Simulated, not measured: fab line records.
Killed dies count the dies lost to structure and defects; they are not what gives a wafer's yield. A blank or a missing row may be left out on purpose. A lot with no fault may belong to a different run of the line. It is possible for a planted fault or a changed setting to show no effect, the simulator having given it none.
Split-lot experiment ; flow rit-cmos ; on a route of 202 steps: 5 lots, 23 wafers read

## THE SPLIT
At RIT_CONTACT_COAT_03 (resist thk 1000 nm), the setting resist-thk-nm was moved away from the recipe's 1000 nm on 8 of the 23 wafers read, by -3.5% to +3.7%. All remaining wafers had this setting at the recipe value.

## FROM THE SPLIT TO THE READING: what the file shows between them, 3 steps
- RIT_CONTACT_SOFTBAKE_04: time 60 s
- RIT_CONTACT_EXPOSE_05: exposes mask M11, target cd 1000 nm
- RIT_CONTACT_HARDBAKE_10: time 60 s

## THE READING
NOVOLAK_of_CONTACT_COAT_03.thk-nm (the simulator's own value, which no gauge read), in nm, at RIT_CONTACT_ETCH_11 (etches SiO2 in CHF3/CF4/Ar, stops on TiSi2, target depth 480 nm, time 320 s). There is no usual value for it anywhere in the file. Across the 15 wafers here that went through the recipe, the average is 772.6 nm and the standard deviation 4 nm.

wafer;tool, chamber at the split;resist-thk-nm as run, nm;against the recipe;NOVOLAK_of_CONTACT_COAT_03.thk-nm, nm;against lot-mates on the recipe
L074.1;litho-track-03, 0;1000;recipe;766;-
L074.2;litho-track-03, 0;1000;recipe;767.2;-
L074.3;litho-track-03, 0;980.8;-1.9%;751.9;-15.8
L074.4;litho-track-03, 0;980.8;-1.9%;751.2;-16.5
L074.6;litho-track-03, 0;1000;recipe;769.8;-
L079.1;litho-track-01, 0;1000;recipe;775.3;-
L079.2;litho-track-01, 0;1000;recipe;767.7;-
L079.3;litho-track-01, 0;1000;recipe;780.6;-
L080.1;litho-track-01, 0;1000;recipe;776.2;-
L080.2;litho-track-01, 0;1000;recipe;776.5;-
L080.3;litho-track-01, 0;1000;recipe;775;-
L080.4;litho-track-01, 0;1000;recipe;773.7;-
L080.6;litho-track-01, 0;1000;recipe;775.6;-
L081.2;litho-track-04, 0;1000;recipe;769.9;-
L081.3;litho-track-04, 0;1037;+3.7%;796.9;+25.1
L081.4;litho-track-04, 0;1037;+3.7%;806.2;+34.4
L081.5;litho-track-04, 0;1037;+3.7%;807.3;+35.5
L081.6;litho-track-04, 0;1000;recipe;773.8;-
L082.1;litho-track-03, 0;965.4;-3.5%;741.3;-29.7
L082.2;litho-track-03, 0;1000;recipe;772;-
L082.4;litho-track-03, 0;965.4;-3.5%;742.5;-28.5
L082.5;litho-track-03, 0;1000;recipe;769.9;-
L082.6;litho-track-03, 0;965.4;-3.5%;743.2;-27.8

THE FIT
A straight line over all 23 wafers: NOVOLAK_of_CONTACT_COAT_03.thk-nm changes by +8.72 nm for each +1% of resist-thk-nm; r = +0.97; the points scatter about the line by 4 nm.
The same after taking each lot's own level away (the mean of its wafers on the recipe; 23 wafers): +8.42 nm for each +1%; r = +0.99; scatter 2.9 nm.
The reading moves by 31 nm for the largest change in resist-thk-nm, on that fit.
The lots' own levels span 767.67 to 775.40 nm, that is 1.9 times the standard deviation above.
Hence the lot-to-lot level has little effect on the slope; both slopes agree.
Check: with one of the wafers moved furthest among these (+3.7%) left out of the fit, the line predicts +33 nm for it against its lot-mates. Against them it came out at +25.1 nm.

## THE WHOLE CHAIN: every reading that the file lists as answering this split, in the file's order
step;what it does;reading;change (the file's fit);r (the file's)
RIT_CONTACT_COAT_03;resist thk 1000 nm;NOVOLAK_of_CONTACT_COAT_03.thk-nm (the simulator's own value, which no gauge read);+9.68 nm for each +1% of the setting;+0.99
RIT_CONTACT_HARDBAKE_10;time 60 s;NOVOLAK_of_CONTACT_COAT_03.thk-nm (the simulator's own value, which no gauge read);+8.46 nm for each +1% of the setting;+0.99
RIT_CONTACT_ETCH_11;etches SiO2 in CHF3/CF4/Ar, stops on TiSi2, target depth 480 nm, time 320 s;NOVOLAK_of_CONTACT_COAT_03.thk-nm (the simulator's own value, which no gauge read);+8.42 nm for each +1% of the setting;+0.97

## FILE'S OWN FIT
NOVOLAK_of_CONTACT_COAT_03.thk-nm changes by +8.42 nm for each +1% of resist-thk-nm, r = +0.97.
